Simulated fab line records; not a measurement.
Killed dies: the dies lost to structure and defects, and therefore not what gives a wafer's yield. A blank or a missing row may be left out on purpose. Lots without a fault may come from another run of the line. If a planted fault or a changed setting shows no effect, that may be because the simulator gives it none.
Which tool is to blame? -- flow rit cmos -- 13 lots, 39 wafers sampled, at 2 steps of a route of 202

WHAT EACH GAUGE READ, for each wafer
RIT_SDANNEAL_RS_MEAS_07: measurement is done with a four-point probe. Usual: NLDD_RS 151.5 ohm/sq, standard deviation 0.55.
lot,measured,on,NLDD_RS (ohm/sq),flag
L970,day 3 09:23,film metro-03,151.6 150.8 150.6,
L971,day 3 15:41,film metro-02,151.1 150.8 151.1,
L973,day 3 22:19,film metro-02,150.6 151.5 151.0,
L975,day 4 10:07,film metro-04,151.3 151.8 151.4,
L982,day 5 21:47,film metro-02,151.3 151.0 151.2,
L983,day 6 02:55,film metro-03,153.4 153.1 153.8 153.5 153.4 153.6,OFF
L985,day 6 12:11,film metro-04,152.7 153.0 153.0,
L987,day 6 20:07,film metro-03,151.0 151.0 151.7,
L988,day 7 01:35,film metro-04,151.4 151.8 151.6,
L989,day 7 07:58,film metro-04,150.8 151.6 151.9,
L990,day 7 13:06,film metro-03,151.3 151.2 151.3,
L991,day 7 21:04,film metro-03,151.8 151.9 151.1,
L992,day 7 23:58,film metro-04,151.9 152.1 151.8,

TOOL THAT RAN EACH LOT (tool first, then ch and the chambers of the sampled wafers, then the start)
lot,RIT_NLDD_IMPLANT_08
L970,"implanter-04 ch 0, day 3 00:21"
L971,"implanter-01 ch 0, day 3 06:16"
L973,"implanter-01 ch 0, day 3 14:13"
L975,"implanter-04 ch 0, day 4 01:41"
L982,"implanter-02 ch 0, day 5 13:29"
L983,"implanter-04 ch 0, day 5 16:08"
L985,"implanter-02 ch 0, day 6 02:58"
L987,"implanter-02 ch 0, day 6 11:44"
L988,"implanter-02 ch 0, day 6 16:30"
L989,"implanter-01 ch 0, day 6 23:37"
L990,"implanter-02 ch 0, day 7 03:44"
L991,"implanter-02 ch 0, day 7 12:21"
L992,"implanter-01 ch 0, day 7 13:06"
- RIT_NLDD_IMPLANT_08

AS READ BY THE TOOLS THEMSELVES (means over the sampled wafers that have a number; for cases with no such wafer, the mark the record gives instead)
RIT_NLDD_IMPLANT_08. Usual: 20.000 for beam energy keV, sd 0.0061.
lot,tool,beam energy keV,flag
L970,implanter-04,20.000,
L971,implanter-01,19.996,
L973,implanter-01,20.005,
L975,implanter-04,19.996,
L982,implanter-02,19.996,
L983,implanter-04,20.007,
L985,implanter-02,20.006,
L987,implanter-02,20.000,
L988,implanter-02,19.994,
L989,implanter-01,19.997,
L990,implanter-02,19.997,
L991,implanter-02,20.007,
L992,implanter-01,19.995,

THE ANSWER, worked out from the rows above alone
Rule: take the mean of a lot's wafers that have a number; if it is more than 3 standard deviations from the usual mean, the lot is off. A lot without any number at a reading at which 4 lots or more have one is off too. The other lots that the step has rows for count as sound. First the gauges in route order, then the tools' own readings, where a lot's mean is used as printed above. The first step at which some lot is off is used, and at that step the reading that is off furthest; a lot without a number counts as furthest.
Off: L983, at RIT_SDANNEAL_RS_MEAS_07 (NLDD_RS).
A tool fits if, at a process step before that reading, it ran every lot that is off, and no sound lot after the first of them. The gauges at RIT_SDANNEAL_RS_MEAS_07 are tried like those tools. One candidate fits, namely implanter-04 at RIT_NLDD_IMPLANT_08. A fault onset in the window from L975 (day 4 01:41, its last sound lot) to L983 (day 5 16:08, its first lot off) fits.

WHAT THE SIMULATOR PUT IN
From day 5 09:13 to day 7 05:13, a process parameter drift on implanter-04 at RIT_NLDD_IMPLANT_08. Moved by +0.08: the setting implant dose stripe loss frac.
Lots struck among those shown: L983. This agrees with what the rule above found.
